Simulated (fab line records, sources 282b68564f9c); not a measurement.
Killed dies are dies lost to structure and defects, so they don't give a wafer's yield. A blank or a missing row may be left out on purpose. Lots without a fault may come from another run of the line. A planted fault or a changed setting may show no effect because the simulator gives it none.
A struck lot beside a sound one | flow rit_cmos | 22 steps out of a route of 202
Sound: wafers L490.1, L490.3, L490.4. Struck: wafers L499.1, L499.3, L499.5. The cause comes at the end.
At each step with rows: each side's tool, then ch and its chambers, then its first start. Under that, the readings that differ: sound wafers | struck wafers | difference of the means | sigmas: that difference in standard deviations of wafers without a fault.
alike: readings whose means differ by less than 2 such deviations, and words and numbers that are the same on both sides. not compared: withheld readings, readings that some wafer has no value for, bounds like >300 that may hide the same value, and numbers for which the record gives no deviation and whose values overlap.
The two part at a step that has a row with sigmas, a row that says differs or no value, or rows on one side only. Numbers that don't overlap but have no deviation are shown without sigmas and don't part them. A reading that every wafer of one side lacks parts them only if that side has two wafers or more.

first, 2 steps without rows for these wafers: RIT_NSD_HARDBAKE_07 (time 60 s); RIT_NSD_IMPLANT_08.
RIT_NSD_STRIP_09: strips in O2, time 180 s.
  sound on plasma_asher-04 ch 0,1, day 3 20:46; struck on plasma_asher-02 ch 0,1, day 5 17:23
  reading                        | sound          | struck         | difference | sigmas
  chamber_pressure_mTorr (mTorr) | 3994 4001 3993 | 4007 4004 4004 | +9         | +2
  alike: drypump_motor_current_A
  not compared: rf_hours_counter_h
RIT_NSD_TW_MEAS_10:
  sound on film_metro-03, day 3 20:56; struck on film_metro-03, day 5 17:34
  alike: NSD_TW
then, 6 steps without rows for these wafers: RIT_PSD_HMDS_00 (prime time 60 s); RIT_PSD_COAT_01 (resist thk 1000 nm); RIT_PSD_SOFTBAKE_02 (time 60 s); RIT_PSD_EXPOSE_03 (exposes mask M10, target cd 40900 nm); RIT_PSD_PEB_04; RIT_PSD_DEVELOP_05 (develop time 50 s).
RIT_PSD_OVL_MEAS_06:
  sound on overlay-02, day 3 21:58; struck on overlay-02, day 5 18:28
  alike: PSD_OVL
then, 1 step without rows for these wafers: RIT_PSD_HARDBAKE_07 (time 60 s).
RIT_PSD_IMPLANT_08:
  sound on implanter-01 ch 0, day 3 22:10; struck on implanter-03 ch 0, day 5 18:40
RIT_PSD_STRIP_09: strips in O2, time 180 s.
  sound on plasma_asher-01 ch 0,1, day 3 22:19; struck on plasma_asher-02 ch 0,1, day 5 18:49
  alike: chamber_pressure_mTorr, drypump_motor_current_A
  not compared: rf_hours_counter_h
RIT_PSD_TW_MEAS_10:
  sound on film_metro-02, day 3 22:29; struck on film_metro-03, day 5 18:59
  alike: PSD_TW
then, 3 steps without rows for these wafers: RIT_SDANNEAL_CLEAN_00 (cleans in SC1, time 600 s); RIT_SDANNEAL_CLEAN_01 (cleans in dHF, time 30 s); RIT_SDANNEAL_CLEAN_02 (cleans in SC2, time 600 s).
RIT_SDANNEAL_RTA_03: time 5 s.
  sound on rtp_anneal-01 ch 0, day 3 22:55; struck on rtp_anneal-02 ch 0, day 5 19:35
  alike: wafer_temp_C_max
RIT_SDANNEAL_RS_MEAS_04: measures by four-point-probe.
  sound on film_metro-01, day 3 22:58; struck on film_metro-03, day 5 20:00
  reading         | sound             | struck            | difference | sigmas
  PSD_RS (ohm/sq) | 115.9 116.3 116.4 | 118.1 118.2 117.9 | +1.9       | +6
  not compared: hold
RIT_SDANNEAL_RS_MEAS_05: measures by four-point-probe.
  sound on film_metro-01, day 3 23:05; struck on film_metro-03, day 5 21:29
  reading | sound | struck                                                                     | difference                   | sigmas
  hold    | - - - | await_dispo/1.4h/release await_dispo/1.4h/release await_dispo/1.4h/release | no value on the sound wafers |
  alike: NSD_RS
RIT_M1_PROBE_99:
  sound on prober-02, day 4 06:18; struck on prober-01, day 6 05:42
  alike: killed_at_front_end, killed_dies, killed_open, killed_short

WHERE THEY PART
First at RIT_NSD_STRIP_09; last, within this record, at RIT_SDANNEAL_RS_MEAS_05. Later steps at which nothing parts them and some readings are alike: RIT_M1_PROBE_99.

WHY: what the simulator had put in
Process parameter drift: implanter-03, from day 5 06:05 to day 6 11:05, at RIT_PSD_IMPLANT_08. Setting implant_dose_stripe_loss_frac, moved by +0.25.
